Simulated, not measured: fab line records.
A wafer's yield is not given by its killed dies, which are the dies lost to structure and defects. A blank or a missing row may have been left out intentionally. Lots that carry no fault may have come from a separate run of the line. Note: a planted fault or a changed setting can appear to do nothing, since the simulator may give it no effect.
A lot that was struck, set against a sound lot + flow ritCmos + 22 steps out of a route of 202
Sound: the wafers L422.1, L422.2, L422.3. Struck: wafers L426.1, L426.4, L426.5. At the end, the cause is stated.
At each step with rows: each side's tool, then ch and its chambers, then its first start. Under that, the readings that differ: sound wafers + struck wafers + difference of the means + sigmas: that difference in standard deviations of wafers without a fault.
alike: same words and numbers on both sides, and readings whose means sit less than 2 such deviations apart. not compared: any withheld reading, any reading some wafer has no value for, any bound like >300 that may hide the same value, and any number with overlapping values for which the record gives no deviation.
Wherever a step has rows on one side only, a row that says differs or no value, or a row with sigmas, the two part there. When numbers do not overlap yet have no deviation, they are printed without sigmas and do not part them. Lack of a reading on every wafer of one side parts them only where that side has two or more wafers.

first, 2 steps without rows for these wafers: RIT_NSD_HARDBAKE_07 (time 60 s); RIT_NSD_IMPLANT_08.
RIT_NSD_STRIP_09: strips in O2, time 180 s.
  sound on plasmaAsher-04 ch 0,1, day 5 23:14; struck on plasmaAsher-01 ch 0,1, day 6 17:24
  alike: drypumpMotorCurrentA
  not compared: rfHoursCounterH
RIT_NSD_TW_MEAS_10:
  struck on filmMetro-01, day 6 17:34; sound on filmMetro-04, day 5 23:25
  alike: NSD_TW
then, 6 steps without rows for these wafers: RIT_PSD_HMDS_00 (prime time 60 s); RIT_PSD_COAT_01 (resist thk 1000 nm); RIT_PSD_SOFTBAKE_02 (time 60 s); RIT_PSD_EXPOSE_03 (exposes mask M10, target cd 40900 nm); RIT_PSD_PEB_04; RIT_PSD_DEVELOP_05 (develop time 50 s).
RIT_PSD_OVL_MEAS_06:
  struck on overlay-01, day 6 18:31; sound on overlay-02, day 6 00:35
| reading      | sound       | struck        | difference | sigmas |
|--------------|-------------|---------------|------------|--------|
| PSD_OVL (nm) | 0.1 1.6 1.9 | -2.5 0.1 -2.0 | -2.7       | -2     |
then, 1 step without rows for these wafers: RIT_PSD_HARDBAKE_07 (time 60 s).
RIT_PSD_IMPLANT_08:
  sound on implanter-04 ch 0, day 6 00:47; struck on implanter-04 ch 0, day 6 18:43
| reading     | sound                         | struck                      | difference | sigmas      |
|-------------|-------------------------------|-----------------------------|------------|-------------|
| beamOnS (s) | 17.3 17.6 17.8                | 31.8 31.0 31.4              | +13.8      | +9          |
| doseIonsCm2 | 5.001e+15 5.002e+15 5.002e+15 | 8.81e+15 8.829e+15 8.81e+15 | +3.81e+15  | +99 or more |
RIT_PSD_STRIP_09: strips in O2, time 180 s.
  sound on plasmaAsher-01 ch 0,1, day 6 00:56; struck on plasmaAsher-03 ch 0,1, day 6 18:52
  alike: drypumpMotorCurrentA
  not compared: rfHoursCounterH
RIT_PSD_TW_MEAS_10:
  struck on filmMetro-02, day 6 19:02; sound on filmMetro-01, day 6 01:06
| reading | sound          | struck         | difference | sigmas |
|---------|----------------|----------------|------------|--------|
| PSD_TW  | 3430 3429 3440 | 3559 3537 3566 | +121       | +6     |
then, 3 steps without rows for these wafers: RIT_SDANNEAL_CLEAN_00 (cleans in SC1, time 600 s); RIT_SDANNEAL_CLEAN_01 (cleans in dHF, time 30 s); RIT_SDANNEAL_CLEAN_02 (cleans in SC2, time 600 s).
RIT_SDANNEAL_RTA_03: time 5 s.
  sound on rtpAnneal-01 ch 0, day 6 01:33; struck on rtpAnneal-02 ch 0, day 6 19:28
  alike: chamberO2Ppm, wafer_temp_C_max
RIT_SDANNEAL_RS_MEAS_04: measurement is done with a four-point probe.
  struck on filmMetro-01, day 6 19:31; sound on filmMetro-01, day 6 01:37
| reading         | sound                | struck               | difference | sigmas |
|-----------------|----------------------|----------------------|------------|--------|
| PSD_RS (ohm/sq) | 115.67 115.36 115.38 | 109.10 108.89 109.00 | -6.47      | -22    |
RIT_SDANNEAL_RS_MEAS_05: measurement is done with a four-point probe.
  struck on filmMetro-01, day 6 19:38; sound on filmMetro-01, day 6 01:44
  alike: NSD_RS
RIT_M1_PROBE_99:
  struck on prober-01, day 7 02:46; sound on prober-01, day 6 09:21
  alike: killedAtFrontEnd, killedDies, killedOpen, killedShort

## WHERE THEY PART
Last at RIT_SDANNEAL_RS_MEAS_04 as far as this record goes, first at RIT_PSD_OVL_MEAS_06. Later steps at which nothing parts them and some readings are alike: RIT_SDANNEAL_RS_MEAS_05, RIT_M1_PROBE_99.

WHY: what had been put in by the simulator
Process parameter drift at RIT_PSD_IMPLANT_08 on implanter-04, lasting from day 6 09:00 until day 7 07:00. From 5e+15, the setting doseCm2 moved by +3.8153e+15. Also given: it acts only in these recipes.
